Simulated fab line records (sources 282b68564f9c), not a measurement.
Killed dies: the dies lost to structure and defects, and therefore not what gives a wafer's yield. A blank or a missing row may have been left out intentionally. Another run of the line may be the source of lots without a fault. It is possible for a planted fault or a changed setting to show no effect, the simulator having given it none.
Split-lot study / flow rit-cmos / 5 lots, 23 wafers read, on a route of 202 steps

ABOUT THE SPLIT
At RIT_ACTIVE_CVD_03 (deposits Si3N4 from SiH2Cl2/NH3, target thk 150 nm, time 1500 s), the setting nh3-flow-sccm was moved away from the recipe's 150 sccm on 15 of the 23 wafers read, by -14.6% to +4.4%. This setting was run at the recipe's value on the other wafers.

FROM THE SPLIT TO THE READING: what the file shows between them, 5 steps
- RIT_ACTIVE_ETCH_13: etches Si3N4 in SF6, stops on SiO2, time 210 s, target depth 210 nm (also split here: over-etch-frac)
- RIT_ACTIVE_STRIP_14: strips in O2, time 180 s
- RIT_ACTIVE_CLEAN_16: cleans in dHF, time 31.17 s
- RIT_ACTIVE_CLEAN_17: cleans in SC2, time 600 s
- RIT_FOX1_OXIDATION_00: target thk 350.7 nm, ox time 1130 s

THE READING
Si3N4_of_ACTIVE_CVD_03.thk-nm (the simulator's own value, which no gauge read), in nm, at RIT_FOX2_OXIDATION_00 (target thk 350.7 nm, ox time 1130 s). No usual value for it is given in the file. Here, 8 wafers ran the recipe; their average is 132.5 nm with a standard deviation of 0.81 nm.

wafer=L075.4; tool, chamber at the split=lpcvd-02, 0; nh3-flow-sccm as run, sccm=150; against the recipe=recipe; Si3N4_of_ACTIVE_CVD_03.thk-nm, nm=131.5; against lot-mates on the recipe=-
wafer=L075.5; tool, chamber at the split=lpcvd-02, 0; nh3-flow-sccm as run, sccm=150; against the recipe=recipe; Si3N4_of_ACTIVE_CVD_03.thk-nm, nm=133.4; against lot-mates on the recipe=-
wafer=L075.6; tool, chamber at the split=lpcvd-02, 0; nh3-flow-sccm as run, sccm=150; against the recipe=recipe; Si3N4_of_ACTIVE_CVD_03.thk-nm, nm=131.6; against lot-mates on the recipe=-
wafer=L078.1; tool, chamber at the split=-, -; nh3-flow-sccm as run, sccm=156.6; against the recipe=+4.4%; Si3N4_of_ACTIVE_CVD_03.thk-nm, nm=134.4; against lot-mates on the recipe=no lot-mate on the recipe
wafer=L078.3; tool, chamber at the split=-, -; nh3-flow-sccm as run, sccm=156.6; against the recipe=+4.4%; Si3N4_of_ACTIVE_CVD_03.thk-nm, nm=134.1; against lot-mates on the recipe=no lot-mate on the recipe
wafer=L078.4; tool, chamber at the split=-, -; nh3-flow-sccm as run, sccm=156.6; against the recipe=+4.4%; Si3N4_of_ACTIVE_CVD_03.thk-nm, nm=134.5; against lot-mates on the recipe=no lot-mate on the recipe
wafer=L078.5; tool, chamber at the split=-, -; nh3-flow-sccm as run, sccm=156.6; against the recipe=+4.4%; Si3N4_of_ACTIVE_CVD_03.thk-nm, nm=134.4; against lot-mates on the recipe=no lot-mate on the recipe
wafer=L078.6; tool, chamber at the split=-, -; nh3-flow-sccm as run, sccm=156.6; against the recipe=+4.4%; Si3N4_of_ACTIVE_CVD_03.thk-nm, nm=134.7; against lot-mates on the recipe=no lot-mate on the recipe
wafer=L081.1; tool, chamber at the split=-, -; nh3-flow-sccm as run, sccm=128.1; against the recipe=-14.6%; Si3N4_of_ACTIVE_CVD_03.thk-nm, nm=113.9; against lot-mates on the recipe=no lot-mate on the recipe
wafer=L081.2; tool, chamber at the split=-, -; nh3-flow-sccm as run, sccm=128.1; against the recipe=-14.6%; Si3N4_of_ACTIVE_CVD_03.thk-nm, nm=115.1; against lot-mates on the recipe=no lot-mate on the recipe
wafer=L081.4; tool, chamber at the split=-, -; nh3-flow-sccm as run, sccm=128.1; against the recipe=-14.6%; Si3N4_of_ACTIVE_CVD_03.thk-nm, nm=115.2; against lot-mates on the recipe=no lot-mate on the recipe
wafer=L081.5; tool, chamber at the split=-, -; nh3-flow-sccm as run, sccm=128.1; against the recipe=-14.6%; Si3N4_of_ACTIVE_CVD_03.thk-nm, nm=115.1; against lot-mates on the recipe=no lot-mate on the recipe
wafer=L081.6; tool, chamber at the split=-, -; nh3-flow-sccm as run, sccm=128.1; against the recipe=-14.6%; Si3N4_of_ACTIVE_CVD_03.thk-nm, nm=115.2; against lot-mates on the recipe=no lot-mate on the recipe
wafer=L083.1; tool, chamber at the split=-, -; nh3-flow-sccm as run, sccm=150; against the recipe=recipe; Si3N4_of_ACTIVE_CVD_03.thk-nm, nm=133; against lot-mates on the recipe=-
wafer=L083.2; tool, chamber at the split=-, -; nh3-flow-sccm as run, sccm=150; against the recipe=recipe; Si3N4_of_ACTIVE_CVD_03.thk-nm, nm=132.8; against lot-mates on the recipe=-
wafer=L083.3; tool, chamber at the split=-, -; nh3-flow-sccm as run, sccm=150; against the recipe=recipe; Si3N4_of_ACTIVE_CVD_03.thk-nm, nm=133.8; against lot-mates on the recipe=-
wafer=L083.4; tool, chamber at the split=-, -; nh3-flow-sccm as run, sccm=150; against the recipe=recipe; Si3N4_of_ACTIVE_CVD_03.thk-nm, nm=131.9; against lot-mates on the recipe=-
wafer=L083.6; tool, chamber at the split=-, -; nh3-flow-sccm as run, sccm=150; against the recipe=recipe; Si3N4_of_ACTIVE_CVD_03.thk-nm, nm=132; against lot-mates on the recipe=-
wafer=L085.1; tool, chamber at the split=-, -; nh3-flow-sccm as run, sccm=134.6; against the recipe=-10.3%; Si3N4_of_ACTIVE_CVD_03.thk-nm, nm=120.8; against lot-mates on the recipe=no lot-mate on the recipe
wafer=L085.2; tool, chamber at the split=-, -; nh3-flow-sccm as run, sccm=134.6; against the recipe=-10.3%; Si3N4_of_ACTIVE_CVD_03.thk-nm, nm=120.8; against lot-mates on the recipe=no lot-mate on the recipe
wafer=L085.4; tool, chamber at the split=-, -; nh3-flow-sccm as run, sccm=134.6; against the recipe=-10.3%; Si3N4_of_ACTIVE_CVD_03.thk-nm, nm=121.1; against lot-mates on the recipe=no lot-mate on the recipe
wafer=L085.5; tool, chamber at the split=-, -; nh3-flow-sccm as run, sccm=134.6; against the recipe=-10.3%; Si3N4_of_ACTIVE_CVD_03.thk-nm, nm=121.1; against lot-mates on the recipe=no lot-mate on the recipe
wafer=L085.6; tool, chamber at the split=-, -; nh3-flow-sccm as run, sccm=134.6; against the recipe=-10.3%; Si3N4_of_ACTIVE_CVD_03.thk-nm, nm=121.2; against lot-mates on the recipe=no lot-mate on the recipe

FIT RESULTS
A straight line over all 23 wafers: Si3N4_of_ACTIVE_CVD_03.thk-nm changes by +1.06 nm for each +1% of nh3-flow-sccm; r = +0.99; the points scatter about the line by 1.3 nm.
Too few moved wafers with a lot-mate on the recipe to fit a line net of each lot's own level.

THE WHOLE CHAIN: every reading that the file lists as answering this split, in the file's order
step=RIT_FOX1_OXIDATION_00; what it does=target thk 350.7 nm, ox time 1130 s; reading=Si3N4_of_ACTIVE_CVD_03.thk-nm (the simulator's own value, which no gauge read); change (the file's fit)=+1.02 nm for each +1% of the setting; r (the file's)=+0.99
step=RIT_FOX2_OXIDATION_00; what it does=target thk 350.7 nm, ox time 1130 s; reading=Si3N4_of_ACTIVE_CVD_03.thk-nm (the simulator's own value, which no gauge read); change (the file's fit)=+1.06 nm for each +1% of the setting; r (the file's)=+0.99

FILE'S OWN FIT
Si3N4_of_ACTIVE_CVD_03.thk-nm changes by +1.06 nm for each +1% of nh3-flow-sccm, r = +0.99.
